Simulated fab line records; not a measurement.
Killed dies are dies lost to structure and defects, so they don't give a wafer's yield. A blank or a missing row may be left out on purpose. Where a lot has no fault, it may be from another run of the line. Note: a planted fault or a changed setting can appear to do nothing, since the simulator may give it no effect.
Comparing a struck lot with a sound one	flow rit-cmos	27 out of 202 route steps
Sound: these wafers, L319.2, L319.3, L319.4. The struck wafers were L330.1, L330.3, L330.4. The cause is given at the end.
Per side, at each step with rows, come the tool, then ch with its chambers, and then its first start. Under that, the readings that differ: sound wafers	struck wafers	difference of the means	sigmas: that difference in standard deviations of wafers without a fault.
alike: same words and numbers on both sides, and readings whose means sit less than 2 such deviations apart. not compared: any withheld reading, any reading some wafer has no value for, any bound like >300 that may hide the same value, and any number with overlapping values for which the record gives no deviation.
Wherever a step has rows on one side only, a row that says differs or no value, or a row with sigmas, the two part there. Numbers that don't overlap but have no deviation are shown without sigmas and don't part them. A reading missing from all wafers of one side parts the sides only when that side holds two or more wafers.

RIT_ACTIVE_BOW_MEAS_00:
  sound: film-metro-03 at day 3 02:01; struck: film-metro-03 at day 5 09:00
  alike: INCOMING_BOW
then, 1 step without rows for these wafers: RIT_ACTIVE_OXIDATION_01 (target thk 46.8 nm, ox time 3360 s).
RIT_ACTIVE_THK_MEAS_02:
  sound: film-metro-02 at day 3 05:02; struck: film-metro-03 at day 5 13:55
  alike: ACTIVE_OXIDE_THK
RIT_ACTIVE_CVD_03: deposits Si3N4 from SiH2Cl2/NH3, target thk 150 nm, time 1500 s.
  sound on lpcvd-01 ch 1, day 3 05:05; struck on lpcvd-02 ch 0, day 5 13:58
reading	sound	struck	difference	sigmas
spike-tc-centre-C (C)	814.0 812.8 813.6	840.9 840.9 839.7	+27.0	+25
zone-power-centre-pct (%)	35.4 35.4 35.2	46.8 46.3 48.2	+11.8	+5
zone-power-source-pct (%)	20.8 20.6 20.7	18.3 18.6 18.9	-2.1	-5
model.Si3N4_of_ACTIVE_CVD_03.thk-nm (nm)	149.8 151.1 149.4	157.2 167.4 173.2	+15.8	
RIT_ACTIVE_THK_MEAS_04:
  sound: film-metro-03 at day 3 07:13; struck: film-metro-01 at day 5 16:05
reading	sound	struck	difference	sigmas
ACTIVE_NITRIDE_THK (nm)	149.7 151.1 149.3	157.3 167.4 173.1	+15.9	+13
then, 6 steps without rows for these wafers: RIT_ACTIVE_HMDS_05 (prime time 60 s); RIT_ACTIVE_COAT_06 (resist thk 1000 nm); RIT_ACTIVE_SOFTBAKE_07 (time 60 s); RIT_ACTIVE_EXPOSE_08 (exposes mask M1, target cd 1400 nm); RIT_ACTIVE_PEB_09; RIT_ACTIVE_DEVELOP_10 (develop time 50 s).
RIT_ACTIVE_CD_MEAS_11: target cd 1400 nm.
  sound: cd-sem-02 at day 3 08:08; struck: cd-sem-01 at day 5 17:08
  alike: cd-nm
then, 1 step without rows for these wafers: RIT_ACTIVE_HARDBAKE_12 (time 60 s).
RIT_ACTIVE_ETCH_13: etches Si3N4 in SF6, stops on SiO2, time 210 s, target depth 210 nm.
  sound on rie-diel-01 ch 0,2,3, day 3 08:23; struck on rie-diel-02 ch 0,1,2, day 5 17:24
reading	sound	struck	difference	sigmas
oes-product-au (a.u.)	0.824 0.824 0.827	0.837 0.868 0.902	+0.044	+4
model.ACTIVE.feature-depth-nm (nm)	149.8 151.6 149.9	157.2 167.4 173.9	+15.7	
model.etch.depth-nm (nm)	149.8 151.1 149.4	157.2 167.4 173.2	+15.8	
  alike: drypump-motor-current-A, throttle-valve-pct
  not compared: rf-hours-counter-h
RIT_ACTIVE_STRIP_14: strips in O2, time 180 s.
  sound on plasma-asher-04 ch 0,1, day 3 08:32; struck on plasma-asher-04 ch 0,1, day 5 17:32
  alike: drypump-motor-current-A
  not compared: rf-hours-counter-h
RIT_ACTIVE_CD_MEAS_90: target cd 1400 nm.
  sound: cd-sem-02 at day 3 08:43; struck: cd-sem-02 at day 5 17:43
  alike: cd-nm
then, 4 steps without rows for these wafers: RIT_ACTIVE_CLEAN_15 (cleans in SC1, time 600 s); RIT_ACTIVE_CLEAN_16 (cleans in dHF, time 30 s); RIT_ACTIVE_CLEAN_17 (cleans in SC2, time 600 s); RIT_FOX1_OXIDATION_00 (target thk 350.7 nm, ox time 1130 s).
RIT_FOX1_THK_MEAS_01:
  sound: film-metro-02 at day 3 13:47; struck: film-metro-02 at day 5 21:05
  alike: FOX1_OXIDE_THK
then, 2 steps without rows for these wafers: RIT_FOX1_WET_ETCH_02 (etches SiO2 in BOE, target depth 350 nm, time 390 s); RIT_FOX2_OXIDATION_00 (target thk 350.7 nm, ox time 1130 s).
RIT_FOX2_THK_MEAS_01:
  sound: film-metro-01 at day 3 18:34; struck: film-metro-04 at day 5 23:04
  alike: FOX2_OXIDE_THK
RIT_FOX2_CLEAN_02: cleans in dHF, time 180 s.
  sound on wet-bench-04 ch 0, day 3 18:37; struck on wet-bench-04 ch 3, day 5 23:07
reading	sound	struck	difference	sigmas
model.Si3N4_of_ACTIVE_CVD_03.thk-nm (nm)	130.6 131.9 130.2	137.9 148.1 153.9	+15.7	
then, 1 step without rows for these wafers: RIT_FOX2_WET_ETCH_03 (etches Si3N4 in H3PO4, target depth 195 nm, time 2700 s).
-- the record jumps here: 2 days lie between the struck wafers' starts before and after (it left off in module FOX2 and takes up again in module M1, whose first step shown is number 202 of the route) --
RIT_M1_PROBE_99:
  only the struck wafers here have rows in the record (prober-01, day 8 02:01); the sound ones have none

WHERE THEY PART
At RIT_ACTIVE_CVD_03 first; at RIT_M1_PROBE_99 last (within this record only).

WHY: whatever the simulator had introduced
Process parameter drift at RIT_ACTIVE_CVD_03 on lpcvd-02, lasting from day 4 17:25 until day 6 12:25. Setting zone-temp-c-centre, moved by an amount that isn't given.
